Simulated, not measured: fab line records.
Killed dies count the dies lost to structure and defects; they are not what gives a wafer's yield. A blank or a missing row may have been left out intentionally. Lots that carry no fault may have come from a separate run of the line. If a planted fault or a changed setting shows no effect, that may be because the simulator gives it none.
Chamber matching :: flow berkeley cmos170 :: UCB170_GATE_ETCH_14 on rie diel-04: 4 sister chambers
The step etches BARC in N2/H2. 8 wafers are shown with their chamber, then 10 later ones without.

## WAFERS WITH THEIR CHAMBER
wafer: L081.3
chamber: 2
throttle valve pct (%): 13.50
drypump motor current A (A): 6.3

wafer: L083.3
chamber: 1
throttle valve pct (%): 13.55
drypump motor current A (A): 6.4

wafer: L083.5
chamber: 0
throttle valve pct (%): 13.41
drypump motor current A (A): 6.0

wafer: L087.2
chamber: 3
throttle valve pct (%): 13.00
drypump motor current A (A): 5.3

wafer: L087.5
chamber: 2
throttle valve pct (%): 13.51
drypump motor current A (A): 6.3

wafer: L087.6
chamber: 3
throttle valve pct (%): 13.00
drypump motor current A (A): 5.3

wafer: L091.1
chamber: 0
throttle valve pct (%): 13.42
drypump motor current A (A): 6.0

wafer: L091.3
chamber: 1
throttle valve pct (%): 13.53
drypump motor current A (A): 6.3

## WAFERS MISSING THEIR CHAMBER
wafer: L091.5
throttle valve pct (%): 13.02
drypump motor current A (A): 5.3

wafer: L089.1
throttle valve pct (%): 13.54
drypump motor current A (A): 6.4

wafer: L089.2
throttle valve pct (%): 13.00
drypump motor current A (A): 5.3

wafer: L089.5
throttle valve pct (%): 13.01
drypump motor current A (A): 5.3

wafer: L093.1
throttle valve pct (%): 13.00
drypump motor current A (A): 5.3

wafer: L093.3
throttle valve pct (%): 13.43
drypump motor current A (A): 5.9

wafer: L093.5
throttle valve pct (%): 13.42
drypump motor current A (A): 5.9

wafer: L094.1
throttle valve pct (%): 13.01
drypump motor current A (A): 5.3

wafer: L094.4
throttle valve pct (%): 13.44
drypump motor current A (A): 6.0

wafer: L094.5
throttle valve pct (%): 13.43
drypump motor current A (A): 6.0

## WHICH CHAMBER EACH ONE RAN IN
wafer: L091.5
from the rows above: 3
in truth: 3

wafer: L089.1
from the rows above: 1
in truth: 1

wafer: L089.2
from the rows above: 3
in truth: 3

wafer: L089.5
from the rows above: 3
in truth: 3

wafer: L093.1
from the rows above: 3
in truth: 3

wafer: L093.3
from the rows above: 0
in truth: 0

wafer: L093.5
from the rows above: 0
in truth: 0

wafer: L094.1
from the rows above: 3
in truth: 3

wafer: L094.4
from the rows above: 0
in truth: 0

wafer: L094.5
from the rows above: 0
in truth: 0
Placed correctly: 10 of 10. From these rows, 0 cannot be placed. 0 placed wrongly.
How it was worked out, from the rows above alone: a wafer's distance from a chamber is the root of the sum, over the readings, of the square of ((its reading less the chamber's mean) divided by the reading's scatter). The wafer belongs to the nearest chamber; if the next one is less than 2 further off, it can't be placed. A chamber's mean is the mean of its shown wafers. The scatter: take each reading less its chamber's mean, square it, sum over the shown wafers, divide by the number of wafers less the number of chambers, and take the root.
